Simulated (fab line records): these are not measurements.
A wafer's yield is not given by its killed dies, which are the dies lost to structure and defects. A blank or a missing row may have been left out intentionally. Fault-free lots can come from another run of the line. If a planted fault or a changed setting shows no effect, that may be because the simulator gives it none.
Which tool did it? :: flow berkeleyCmos170 :: 21 wafers from 7 lots sampled at 3 of the route's 331 steps

WHAT THE GAUGES READ, wafer by wafer
UCB170_M3_RS_MEAS_02: a four-point-probe measurement.
lot: L881
measured: day 9 03:52
on: filmMetro-02
M3_AL_RS (ohm/sq): 0.0326 0.0326 0.0327

lot: L885
measured: day 9 21:25
on: filmMetro-01
M3_AL_RS (ohm/sq): 0.0322 0.0325 0.0325

lot: L887
measured: day 10 07:16
on: filmMetro-01
M3_AL_RS (ohm/sq): 0.0319 0.0321 0.0321

lot: L890
measured: day 11 04:52
on: filmMetro-02
M3_AL_RS (ohm/sq): 0.0320 0.0319 0.0321

lot: L892
measured: day 11 19:21
on: filmMetro-04
M3_AL_RS (ohm/sq): 0.0325 0.0323 0.0325

lot: L897
measured: day 13 04:14
on: filmMetro-01
M3_AL_RS (ohm/sq): 0.0321 0.0321 0.0174

lot: L901
measured: day 14 10:38
on: filmMetro-04
M3_AL_RS (ohm/sq): 0.0319 0.0319 0.0322

TOOL THAT RAN EACH LOT (tool first, then ch and the chambers of the sampled wafers, then the start)
lot: L881
UCB170_V2_CVD_00: pecvd-02 ch 0,2, day 9 00:47
UCB170_M3_SPUTTER_01: pvdSputter-01, day 9 03:47

lot: L885
UCB170_V2_CVD_00: pecvd-04 ch 0,2, day 9 17:55
UCB170_M3_SPUTTER_01: pvdSputter-03, day 9 21:20

lot: L887
UCB170_V2_CVD_00: pecvd-04 ch 0,1,2, day 10 04:42
UCB170_M3_SPUTTER_01: pvdSputter-02, day 10 07:10

lot: L890
UCB170_V2_CVD_00: pecvd-03 ch 0,2, day 11 02:17
UCB170_M3_SPUTTER_01: pvdSputter-02, day 11 04:46

lot: L892
UCB170_V2_CVD_00: pecvd-02 ch 0,2, day 11 16:55
UCB170_M3_SPUTTER_01: pvdSputter-03, day 11 19:15

lot: L897
UCB170_V2_CVD_00: pecvd-03 ch 0,1, day 12 21:17
UCB170_M3_SPUTTER_01: pvdSputter-01, day 13 04:07

lot: L901
UCB170_V2_CVD_00: pecvd-04 ch 0,1, day 14 07:18
UCB170_M3_SPUTTER_01: pvdSputter-02, day 14 10:31
- UCB170_V2_CVD_00: deposits SiO2 from TEOS/O2, target thk 2000 nm, time 250 s.
- UCB170_M3_SPUTTER_01: material Al, target thk 900 nm, time 120 s.

THE ANSWER, worked out from the rows above alone
Rule: the usual values come from the lots themselves. The widest of any qualifying gaps counts: lots, ordered by their means at a reading, are off when they make up no more than a third of the lots, leave a main group of 4 or more, and stand apart from it by 3 or more times the standard deviation of that group's means. The tables above print the reading to a certain number of digits; a main group whose means all agree to those digits is not used. A lot without any number at a reading at which 4 lots or more have one is off too. Where the step has rows for the other lots, those lots are counted as sound.
Off: L897, at UCB170_M3_RS_MEAS_02 (M3_AL_RS). For the main group the mean is 0.0323 ohm/sq and the standard deviation 0.00025.
A tool fits if, at a process step before that reading, it ran every lot that is off, and no sound lot after the first of them. Gauges at UCB170_M3_RS_MEAS_02: tried the same way as those tools. Can't be told from this: 3 tools fit, pecvd-03 at UCB170_V2_CVD_00, pvdSputter-01 at UCB170_M3_SPUTTER_01, filmMetro-01 at UCB170_M3_RS_MEAS_02.

WHAT WAS PUT IN BY THE SIMULATOR
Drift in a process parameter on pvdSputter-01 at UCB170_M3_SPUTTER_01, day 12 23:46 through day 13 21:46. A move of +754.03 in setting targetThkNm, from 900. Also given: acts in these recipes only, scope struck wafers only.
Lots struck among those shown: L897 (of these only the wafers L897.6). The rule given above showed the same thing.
